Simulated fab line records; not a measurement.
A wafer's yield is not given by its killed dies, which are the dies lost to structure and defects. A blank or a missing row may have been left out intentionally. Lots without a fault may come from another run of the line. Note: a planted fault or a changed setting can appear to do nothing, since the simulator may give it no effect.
Problem report, 8D (eight disciplines) form, completed by code + flow rit_cmos + the parts of the form that need people (team, actions taken, sign-off) are left out

1. THE PROBLEM
Mean of cd_nm at RIT_ACTIVE_CD_MEAS_11: 1434.3 nm across 9 wafers in 3 lots; on wafers with no fault it is 1399.6 nm (standard deviation 1.9). Relative to the usual mean, that is a shift of +18 standard deviations.
The step: target cd 1400 nm.
First observed at day 3 21:37: wafer L737.2, on cd_sem-01. Wafers with a number at this step in the record: 45, from 15 lots. Rule for "out" (also "out of limits"): further than 4 standard deviations from the usual mean. All remaining wafers that have a number are taken as sound.

2. WHAT THIS IS AND IS NOT
| question                    | is                     | is not                                                                          |
|-----------------------------|------------------------|---------------------------------------------------------------------------------|
| which readings at this step | cd_nm                  | -                                                                               |
| which lots                  | L737, L740, L744       | L726, L727, L728, L730, L732, L733, L734, L735, L736, L738, L739, L748          |
| which wafers of those lots  | all that have a number | -                                                                               |
| read on which gauges        | cd_sem-01              | cd_sem-02                                                                       |
| when                        | from day 3 21:37       | up to then (27 sound wafers); but 9 sound wafers of L738, L739, L748 came after |

3. WHAT RULES OUT EACH SUSPECT
Counting: a tool at any process step up to the reading remains a suspect when it ran all the lots that are out and ran no sound lot after the first of those.
- the gauge at RIT_ACTIVE_CD_MEAS_11: ruled out. All the wafers that are out were read on cd_sem-01, but those of them that RIT_ACTIVE_EXPOSE_08 has rows for are out there too, on other tools.
- iline_stepper-02 at RIT_ACTIVE_EXPOSE_08 (exposes mask M1, target cd 1400 nm): kept. All lots that are out passed through it, beginning with L737 at day 3 21:13, and no sound lot followed; its final sound lot before that point was L735 at day 3 11:14. On those wafers its own readings are out: exposure_dose_mJ_cm2.
Left after counting: iline_stepper-02 at RIT_ACTIVE_EXPOSE_08.

4. THE CAUSE (what the simulator had put in)
Process parameters drifting: iline_stepper-02 at RIT_ACTIVE_EXPOSE_08, beginning at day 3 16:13. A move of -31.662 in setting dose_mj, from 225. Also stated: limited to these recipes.
The count eliminated every tool but this one.

5. SEQUENCE OF EFFECTS, ordered by route
One row per reading whose mean, taken over the struck wafers that have a number, lies over 3 standard deviations from the usual. Scope: only readings with a usual standard deviation given in the record; hours: median across lots of the time from each lot's start at the first step in this table that gives one to its start at this step; sigmas: change in usual standard deviations.
| hours | step                  | reading              | usual     | on struck wafers | change | sigmas      |
|-------|-----------------------|----------------------|-----------|------------------|--------|-------------|
| 0     | RIT_ACTIVE_EXPOSE_08  | exposure_dose_mJ_cm2 | 224.92    | 199.17           | -25.75 | -99 or more |
| 0     | RIT_ACTIVE_CD_MEAS_11 | cd_nm                | 1399.6 nm | 1434.3           | +34.7  | +18         |
The process steps in it:
- RIT_ACTIVE_EXPOSE_08: exposes mask M1, target cd 1400 nm.

6. HOW IT WOULD HAVE BEEN CAUGHT EARLIER
The first out-of-limits reading at a measuring or inspecting step in this record came at day 3 21:37, 5 hours after the fault's start at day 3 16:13.
Tool's own readings at RIT_ACTIVE_EXPOSE_08, exposure_dose_mJ_cm2: out on all struck wafers the step has rows for; an alarm limit on them would have tripped on the first.
Of the lots that are out (3), L740, L744 began RIT_ACTIVE_EXPOSE_08 on iline_stepper-02 after day 3 21:37. A hold on the tool at that time would have spared those 2.
